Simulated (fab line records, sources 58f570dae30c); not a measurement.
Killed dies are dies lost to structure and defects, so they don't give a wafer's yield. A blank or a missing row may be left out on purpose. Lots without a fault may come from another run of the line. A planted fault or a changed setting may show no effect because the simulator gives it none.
A struck lot beside a sound one | flow berkeley_cmos170 | 43 steps out of a route of 331
Sound: wafers L313.1, L313.2, L313.6. Struck: wafers L319.2, L319.3, L319.4. The cause comes at the end.
At each step with rows: each side's tool, then ch and its chambers, then its first start. Under that, the readings that differ: sound wafers | struck wafers | difference of the means | sigmas: that difference in standard deviations of wafers without a fault.
alike: readings whose means differ by less than 2 such deviations, and words and numbers that are the same on both sides. not compared: withheld readings, readings that some wafer has no value for, bounds like >300 that may hide the same value, and numbers for which the record gives no deviation and whose values overlap.
The two part at a step that has a row with sigmas, a row that says differs or no value, or rows on one side only. Numbers that don't overlap but have no deviation are shown without sigmas and don't part them. A reading that every wafer of one side lacks parts them only if that side has two wafers or more.

UCB170_GATE_STRIP_16: strips in O2.
  sound on plasma_asher-01 ch 0,1, day 8 06:09; struck on plasma_asher-01 ch 0,1, day 9 16:25
  alike: drypump_motor_current_A, oes_product_au
  not compared: rf_hours_counter_h
UCB170_GATE_CD_MEAS_90: target cd 350 nm.
  sound on cd_sem-01, day 8 06:15; struck on cd_sem-02, day 9 16:32
  alike: cd_nm
then, 7 steps without rows for these wafers: UCB170_GATE_CLEAN_17 (cleans in SPM, time 600 s); UCB170_PLDD_HMDS_00 (prime time 60 s); UCB170_PLDD_COAT_01 (resist thk 900 nm); UCB170_PLDD_SOFTBAKE_02 (time 60 s); UCB170_PLDD_EXPOSE_03 (exposes mask PSELECT, target cd 1200 nm); UCB170_PLDD_PEB_04; UCB170_PLDD_DEVELOP_05 (develop time 45 s).
UCB170_PLDD_CD_MEAS_06: target cd 1200 nm.
  sound on cd_sem-02, day 8 07:31; struck on cd_sem-01, day 9 18:06
  alike: cd_nm
UCB170_PLDD_OVL_MEAS_07:
  sound on overlay-02, day 8 07:38; struck on overlay-01, day 9 18:13
  alike: PLDD_OVL
then, 1 step without rows for these wafers: UCB170_PLDD_IMPLANT_08.
UCB170_PLDD_IMPLANT_09:
  sound on implanter-02 ch 0, day 8 07:49; struck on implanter-02 ch 0, day 9 18:25
  reading            | sound                     | struck                       | difference | sigmas
  dose_ions_cm2      | 5.008e+13 5e+13 5.001e+13 | 2.75e+13 2.749e+13 2.751e+13 | -2.25e+13  | -99 or more
  faraday_current_uA | 157 162 158               | 86 87 89                     | -72        | -13
UCB170_PLDD_STRIP_10: strips in O2.
  sound on plasma_asher-04 ch 0,1, day 8 07:58; struck on plasma_asher-03 ch 0,1, day 9 18:32
  alike: drypump_motor_current_A, oes_product_au, strip_time_to_endpoint_s
  not compared: rf_hours_counter_h
UCB170_PLDD_TW_MEAS_11:
  sound on film_metro-04, day 8 08:04; struck on film_metro-01, day 9 18:53
  reading | sound          | struck      | difference | sigmas
  PLDD_TW | 1021 1028 1015 | 941 940 940 | -81        | -12
  not compared: hold
then, 6 steps without rows for these wafers: UCB170_NLDD_HMDS_00 (prime time 60 s); UCB170_NLDD_COAT_01 (resist thk 900 nm); UCB170_NLDD_SOFTBAKE_02 (time 60 s); UCB170_NLDD_EXPOSE_03 (exposes mask NSELECT, target cd 1200 nm); UCB170_NLDD_PEB_04; UCB170_NLDD_DEVELOP_05 (develop time 45 s).
UCB170_NLDD_CD_MEAS_06: target cd 1200 nm.
  sound on cd_sem-01, day 8 09:16; struck on cd_sem-02, day 9 22:31
  alike: cd_nm
UCB170_NLDD_OVL_MEAS_07:
  sound on overlay-02, day 8 09:23; struck on overlay-02, day 9 22:37
  alike: NLDD_OVL
then, 2 steps without rows for these wafers: UCB170_NLDD_IMPLANT_08; UCB170_NLDD_IMPLANT_09.
UCB170_NLDD_STRIP_10: strips in O2.
  sound on plasma_asher-03 ch 0,1, day 8 09:44; struck on plasma_asher-04 ch 0,1, day 9 22:57
  alike: drypump_motor_current_A, oes_product_au, strip_time_to_endpoint_s
  not compared: rf_hours_counter_h
UCB170_NLDD_TW_MEAS_11:
  sound on film_metro-01, day 8 09:50; struck on film_metro-04, day 9 23:04
  alike: NLDD_TW
then, 1 step without rows for these wafers: UCB170_NLDD_CLEAN_12 (cleans in SPM, time 600 s).
UCB170_SPACER_CVD_00: deposits SiO2 from TEOS/O2, target thk 376 nm, time 47 s.
  sound on pecvd-03 ch 0,1, day 8 10:04; struck on pecvd-01 ch 0,2, day 9 23:19
  alike: heater_power_w
UCB170_SPACER_THK_MEAS_01:
  sound on film_metro-02, day 8 10:06; struck on film_metro-03, day 9 23:22
  alike: SPACER_TEOS_THK
then, 1 step without rows for these wafers: UCB170_SPACER_ANNEAL_02 (time 1800 s).
UCB170_SPACER_ETCHBACK_03: etches SiO2 in CHF3/CF4/Ar, stops on Si, target depth 376 nm, time 100 s.
  sound on rie_diel-02 ch 1,2,3, day 8 13:18; struck on rie_diel-04 ch 0,1,2, day 10 02:49
  alike: drypump_motor_current_A, oes_product_au, throttle_valve_pct
  not compared: rf_hours_counter_h
then, 6 steps without rows for these wafers: UCB170_PSD_HMDS_00 (prime time 60 s); UCB170_PSD_COAT_01 (resist thk 900 nm); UCB170_PSD_SOFTBAKE_02 (time 60 s); UCB170_PSD_EXPOSE_03 (exposes mask PSELECT MOD, target cd 1200 nm); UCB170_PSD_PEB_04; UCB170_PSD_DEVELOP_05 (develop time 45 s).
UCB170_PSD_CD_MEAS_06: target cd 1200 nm.
  sound on cd_sem-02, day 8 14:13; struck on cd_sem-02, day 10 04:11
  alike: cd_nm
UCB170_PSD_OVL_MEAS_07:
  sound on overlay-02, day 8 14:20; struck on overlay-02, day 10 04:17
  alike: PSD_OVL
then, 1 step without rows for these wafers: UCB170_PSD_IMPLANT_08.
UCB170_SDANNEAL_RS_MEAS_04: measures by four-point-probe.
  sound on film_metro-04, day 8 18:02; struck on film_metro-02, day 10 08:25
  reading          | sound                | struck               | difference | sigmas
  PLDD_RS (ohm/sq) | 1033.1 1032.4 1032.9 | 1255.8 1256.6 1257.2 | +223.7     | +89
  not compared: hold
UCB170_M3_PROBE_99:
  the record has rows for the sound wafers here (prober-01, day 9 17:52) and none for the struck ones

WHERE THEY PART
First at UCB170_PLDD_IMPLANT_09; last, within this record, at UCB170_M3_PROBE_99.

WHY: what the simulator had put in
Process parameter drift: implanter-02, from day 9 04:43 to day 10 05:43, at UCB170_PLDD_IMPLANT_09. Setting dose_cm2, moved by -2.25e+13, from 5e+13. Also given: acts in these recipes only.
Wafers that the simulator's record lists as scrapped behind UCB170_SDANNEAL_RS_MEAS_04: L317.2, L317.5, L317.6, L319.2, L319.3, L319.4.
